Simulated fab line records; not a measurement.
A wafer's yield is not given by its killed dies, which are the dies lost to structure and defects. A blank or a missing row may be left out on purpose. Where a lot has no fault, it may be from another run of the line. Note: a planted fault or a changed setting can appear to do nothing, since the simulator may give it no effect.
Struck lot and sound lot, side by side ; flow ritCmos ; 43 steps out of a route of 202
Sound: the wafers L436.2, L436.3, L436.6. Wafers struck: L455.2, L455.4, L455.6. The cause is named last.
For every step that has rows: the tool of each side, followed by ch and its chambers, followed by its first start. Under that, the readings that differ: sound wafers ; struck wafers ; difference of the means ; sigmas: that difference in standard deviations of wafers without a fault.
alike: readings whose means differ by less than 2 such deviations, and words and numbers that are the same on both sides. not compared: withheld readings, readings that some wafer has no value for, bounds like >300 that may hide the same value, and numbers for which the record gives no deviation and whose values overlap.
A row with sigmas, a row that says differs or no value, or rows on one side alone: a step with any of these is where the two part. When numbers do not overlap yet have no deviation, they are printed without sigmas and do not part them. A reading missing from all wafers of one side parts the sides only when that side holds two or more wafers.

first, 2 steps without rows for these wafers: RIT_ACTIVE_PEB_09; RIT_ACTIVE_DEVELOP_10 (develop time 50 s).
RIT_ACTIVE_CD_MEAS_11: target cd 1400 nm.
  sound on cdSem-02 at day 1 20:26; struck on cdSem-01 at day 5 19:08
  alike: cdNm
then, 1 step without rows for these wafers: RIT_ACTIVE_HARDBAKE_12 (time 60 s).
RIT_ACTIVE_ETCH_13: etches Si3N4 in SF6, stops on SiO2, time 210 s, target depth 210 nm.
  sound on rieDiel-02 ch 0,3, day 1 20:41; struck on rieDiel-03 ch 1,2,3, day 5 19:23
  alike: SF6_flow_sccm, drypumpMotorCurrentA, oesProductAu, throttleValvePct
  not compared: rfHoursCounterH
RIT_ACTIVE_STRIP_14: strips in O2, time 180 s.
  sound on plasmaAsher-01 ch 0,1, day 1 20:49; struck on plasmaAsher-03 ch 0,1, day 5 19:31
  alike: drypumpMotorCurrentA
  not compared: rfHoursCounterH
RIT_ACTIVE_CD_MEAS_90: target cd 1400 nm.
  sound on cdSem-02 at day 1 21:01; struck on cdSem-01 at day 5 19:43
  alike: cdNm
then, 4 steps without rows for these wafers: RIT_ACTIVE_CLEAN_15 (cleans in SC1, time 600 s); RIT_ACTIVE_CLEAN_16 (cleans in dHF, time 30 s); RIT_ACTIVE_CLEAN_17 (cleans in SC2, time 600 s); RIT_FOX1_OXIDATION_00 (target thk 350.7 nm, ox time 1130 s).
RIT_FOX1_THK_MEAS_01:
  sound on filmMetro-04 at day 1 22:49; struck on filmMetro-03 at day 5 21:31
  alike: FOX1_OXIDE_THK
RIT_FOX1_WET_ETCH_02: etches SiO2 in BOE, target depth 350 nm, time 390 s.
  sound on wetBench-03 ch 3, day 1 22:52; struck on wetBench-03 ch 0, day 5 21:34
then, 1 step without rows for these wafers: RIT_FOX2_OXIDATION_00 (target thk 350.7 nm, ox time 1130 s).
RIT_FOX2_THK_MEAS_01:
  sound on filmMetro-02 at day 2 00:19; struck on filmMetro-03 at day 5 23:00
  alike: FOX2_OXIDE_THK
then, 2 steps without rows for these wafers: RIT_FOX2_CLEAN_02 (cleans in dHF, time 180 s); RIT_FOX2_WET_ETCH_03 (etches Si3N4 in H3PO4, target depth 195 nm, time 2700 s).
RIT_FOX2_THK_MEAS_90:
  sound on filmMetro-03 at day 2 01:11; struck on filmMetro-01 at day 5 23:52
  alike: FIELD_OXIDE_LEFT_1_THK
then, 6 steps without rows for these wafers: RIT_NWELL_HMDS_00 (prime time 58.51 s); RIT_NWELL_COAT_01 (resist thk 1300 nm); RIT_NWELL_SOFTBAKE_02 (time 60 s); RIT_NWELL_EXPOSE_03 (exposes mask M2, target cd 43900 nm); RIT_NWELL_PEB_04; RIT_NWELL_DEVELOP_05 (develop time 68 s).
RIT_NWELL_OVL_MEAS_06:
  sound on overlay-02 at day 2 02:15; struck on overlay-01 at day 6 00:56
  alike: NWELL_OVL
then, 2 steps without rows for these wafers: RIT_NWELL_HARDBAKE_07 (time 120 s); RIT_NWELL_IMPLANT_08.
RIT_NWELL_STRIP_09: strips in O2, time 180 s.
  sound on plasmaAsher-01 ch 0,1, day 2 02:41; struck on plasmaAsher-01 ch 0,1, day 6 01:22
  alike: drypumpMotorCurrentA
  not compared: rfHoursCounterH
RIT_NWELL_TW_MEAS_10:
  sound on filmMetro-03 at day 2 02:52; struck on filmMetro-03 at day 6 01:33
  alike: NWELL_TW
then, 6 steps without rows for these wafers: RIT_PWELL_HMDS_00 (prime time 60 s); RIT_PWELL_COAT_01 (resist thk 1300 nm); RIT_PWELL_SOFTBAKE_02 (time 60 s); RIT_PWELL_EXPOSE_03 (exposes mask M3, target cd 43700 nm); RIT_PWELL_PEB_04; RIT_PWELL_DEVELOP_05 (develop time 68 s).
RIT_PWELL_OVL_MEAS_06:
  sound on overlay-02 at day 2 03:49; struck on overlay-02 at day 6 02:37
  alike: PWELL_OVL
then, 2 steps without rows for these wafers: RIT_PWELL_HARDBAKE_07 (time 120 s); RIT_PWELL_IMPLANT_08.
RIT_PWELL_STRIP_09: strips in O2, time 180 s.
  sound on plasmaAsher-01 ch 0,1, day 2 04:14; struck on plasmaAsher-01 ch 0,1, day 6 03:02
  alike: drypumpMotorCurrentA
  not compared: rfHoursCounterH
RIT_PWELL_TW_MEAS_10:
  sound on filmMetro-04 at day 2 04:25; struck on filmMetro-03 at day 6 03:14
reading;sound;struck;difference;sigmas
PWELL_TW;976 979 980;961 957 960;-19;-2
then, 1 step without rows for these wafers: RIT_WELLDRIVE_ANNEAL_00 (time 14700 s).
RIT_WELLDRIVE_RS_MEAS_01: a four-point-probe measurement.
  sound on filmMetro-03 at day 2 09:35; struck on filmMetro-02 at day 6 08:23
  alike: NWELL_RS
RIT_M1_PROBE_99:
  the record has rows for the struck wafers here (prober-02, day 7 16:55) and none for the sound ones

WHERE THEY PART
Last at RIT_M1_PROBE_99 as far as this record goes, first at RIT_PWELL_TW_MEAS_10.

WHY: what the simulator had put in
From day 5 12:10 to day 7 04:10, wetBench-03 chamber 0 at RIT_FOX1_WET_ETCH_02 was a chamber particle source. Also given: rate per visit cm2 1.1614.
